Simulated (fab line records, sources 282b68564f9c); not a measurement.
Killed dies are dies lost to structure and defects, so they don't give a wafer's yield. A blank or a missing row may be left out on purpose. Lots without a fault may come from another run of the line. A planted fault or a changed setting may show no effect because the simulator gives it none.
A struck lot beside a sound one | flow rit_cmos | 21 steps out of a route of 202
Sound: wafers L481.4, L481.5, L481.6. Struck: wafers L492.1, L492.3, L492.5. The cause comes at the end.
At each step with rows: each side's tool, then ch and its chambers, then its first start. Under that, the readings that differ: sound wafers | struck wafers | difference of the means | sigmas: that difference in standard deviations of wafers without a fault.
alike: readings whose means differ by less than 2 such deviations, and words and numbers that are the same on both sides. not compared: withheld readings, readings that some wafer has no value for, bounds like >300 that may hide the same value, and numbers for which the record gives no deviation and whose values overlap.
The two part at a step that has a row with sigmas, a row that says differs or no value, or rows on one side only. Numbers that don't overlap but have no deviation are shown without sigmas and don't part them. A reading that every wafer of one side lacks parts them only if that side has two wafers or more.

first, 3 steps without rows for these wafers: RIT_GATE_CLEAN_02 (cleans in dHF, time 30 s); RIT_GATE_CLEAN_03 (cleans in SC2, time 600 s); RIT_GATE_CLEAN_04 (cleans in dHF, time 60 s).
RIT_FOX2_THK_MEAS_91:
  sound on film_metro-01, day 2 23:32; struck on film_metro-01, day 4 21:51
  alike: FIELD_OXIDE_LEFT_2_THK
then, 2 steps without rows for these wafers: RIT_GATE_OXIDATION_05 (target thk 3 nm, ox time 270 s); RIT_GATE_ANNEAL_06 (time 600 s).
RIT_GATE_THK_MEAS_07:
  sound on film_metro-02, day 3 02:22; struck on film_metro-01, day 5 02:52
  alike: GATE_OXIDE_THK
then, 1 step without rows for these wafers: RIT_GATE_CVD_08 (deposits poly-Si from SiH4, target thk 250 nm, time 2220 s).
RIT_GATE_THK_MEAS_09:
  sound on film_metro-01, day 3 04:05; struck on film_metro-01, day 5 05:19
  alike: GATE_POLY_THK
then, 3 steps without rows for these wafers: RIT_GATE_HMDS_10 (prime time 60 s); RIT_GATE_COAT_11 (resist thk 850 nm); RIT_GATE_SOFTBAKE_12 (time 60 s).
RIT_GATE_EXPOSE_13: exposes mask M6, target cd 150 nm.
  sound on iline_stepper-01 ch 0, day 3 04:56; struck on iline_stepper-01 ch 0, day 5 05:58
  reading | sound          | struck                  | difference | sigmas
  mask    | M6#0 M6#0 M6#0 | M6_R1#0 M6_R1#0 M6_R1#0 | differs    |
  alike: exposure_dose_mJ_cm2
then, 2 steps without rows for these wafers: RIT_GATE_PEB_14; RIT_GATE_DEVELOP_15 (develop time 50 s).
RIT_GATE_CD_MEAS_16: target cd 150 nm.
  sound on cd_sem-02, day 3 05:20; struck on cd_sem-01, day 5 06:22
  reading    | sound             | struck            | difference | sigmas
  cd_nm (nm) | 149.9 148.1 150.8 | 195.9 198.2 198.2 | +47.8      | +18
RIT_GATE_OVL_MEAS_17:
  sound on overlay-02, day 3 05:25; struck on overlay-02, day 5 06:29
  alike: GATE_OVL
then, 1 step without rows for these wafers: RIT_GATE_HARDBAKE_18 (time 60 s).
RIT_GATE_ETCH_19: etches poly-Si in SF6/CHF3/O2, stops on SiO2, time 165 s, target depth 312.5 nm.
  sound on rie_si-01 ch 1,2, day 3 05:35; struck on rie_si-01 ch 0,3, day 5 06:40
  reading               | sound       | struck            | difference | sigmas
  model.GATE.cd_nm (nm) | 150 148 151 | 195.8 198.3 198.1 | +47.7      |
  alike: drypump_motor_current_A, oes_product_au, throttle_valve_pct
  not compared: rf_hours_counter_h
RIT_GATE_STRIP_20: strips in O2, time 180 s.
  sound on plasma_asher-01 ch 0,1, day 3 05:45; struck on plasma_asher-02 ch 0, day 5 06:46
  alike: drypump_motor_current_A
  not compared: rf_hours_counter_h
RIT_M1_PROBE_99:
  the record has rows for the struck wafers here (prober-02, day 6 02:36) and none for the sound ones

WHERE THEY PART
First at RIT_GATE_EXPOSE_13; last, within this record, at RIT_M1_PROBE_99.

WHY: what the simulator had put in
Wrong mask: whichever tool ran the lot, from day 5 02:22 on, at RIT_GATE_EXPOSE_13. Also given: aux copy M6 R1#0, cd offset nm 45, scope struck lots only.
